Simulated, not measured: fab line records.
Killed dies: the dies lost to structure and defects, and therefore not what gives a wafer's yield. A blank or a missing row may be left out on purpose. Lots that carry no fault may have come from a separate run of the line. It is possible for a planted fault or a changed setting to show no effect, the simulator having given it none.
Which tool is to blame?	flow berkeley-cmos170	21 wafers from 7 lots sampled at 3 of the route's 331 steps

== WHAT THE GAUGES READ, wafer by wafer ==
UCB170_M1_CD_MEAS_09: target cd 700 nm.
lot	measured	on	cd-nm (nm)
L995	day 7 08:24	cd-sem-01	700.7 700.7 700.9
L993	day 7 09:58	cd-sem-02	702.2 702.8 702.0
L999	day 8 19:15	cd-sem-02	678.9 680.7 679.3
L108	day 10 11:19	cd-sem-02	699.5 700.7 700.3
L106	day 10 13:57	cd-sem-02	696.0 696.8 697.4
L111	day 11 09:44	cd-sem-02	700.2 701.3 701.0
L115	day 12 05:46	cd-sem-02	702.1 701.9 700.9

== WHICH TOOL RAN EACH LOT (tool, then ch and the chambers of the sampled wafers, then the start) ==
lot	UCB170_CONTACT_STRIP_06	UCB170_M1_COAT_04
L995	plasma-asher-01 ch 0,1, day 7 04:59	litho-track-01 ch 0, day 7 07:00
L993	plasma-asher-04 ch 0,1, day 7 06:49	litho-track-04 ch 0, day 7 09:00
L999	plasma-asher-04 ch 0, day 8 15:55	litho-track-01 ch 0, day 8 18:00
L108	plasma-asher-04 ch 0,1, day 10 08:05	litho-track-02 ch 0, day 10 10:00
L106	plasma-asher-02 ch 0, day 10 10:50	litho-track-02 ch 0, day 10 13:00
L111	plasma-asher-02 ch 0,1, day 11 06:41	litho-track-02 ch 0, day 11 09:00
L115	plasma-asher-01 ch 0, day 12 02:20	litho-track-02 ch 0, day 12 05:00
- UCB170_CONTACT_STRIP_06: strips in O2.
- UCB170_M1_COAT_04: resist thk 900 nm.

== THE ANSWER, worked out from the rows above alone ==
Rule: usual is defined by the lots themselves. The widest of any qualifying gaps counts: lots, ordered by their means at a reading, are off when they make up no more than a third of the lots, leave a main group of 4 or more, and stand apart from it by 3 or more times the standard deviation of that group's means. The tables above print the reading to a certain number of digits; a main group whose means all agree to those digits is not used. Also off: a lot with no number at a reading for which 4 or more lots have one. Any other lot the step has rows for is counted as sound.
Off at UCB170_M1_CD_MEAS_09 (cd-nm): L999. Mean 700.4 nm and standard deviation 1.8 in the main group.
A tool fits if, at a process step before that reading, it ran every lot that is off, and no sound lot after the first of them. Those tools and the gauges at UCB170_M1_CD_MEAS_09 are tried in the same way. One candidate fits, namely litho-track-01 at UCB170_M1_COAT_04. Its last sound lot is L995 (day 7 07:00), its first lot that is off L999 (day 8 18:00): a fault that began between those two fits.

== WHAT WAS PUT IN BY THE SIMULATOR ==
Process parameters drifting: litho-track-01 at UCB170_M1_COAT_04, beginning at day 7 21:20. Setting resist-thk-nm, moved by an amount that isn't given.
Shown lots that were struck: L999. The same result came from the rule above.
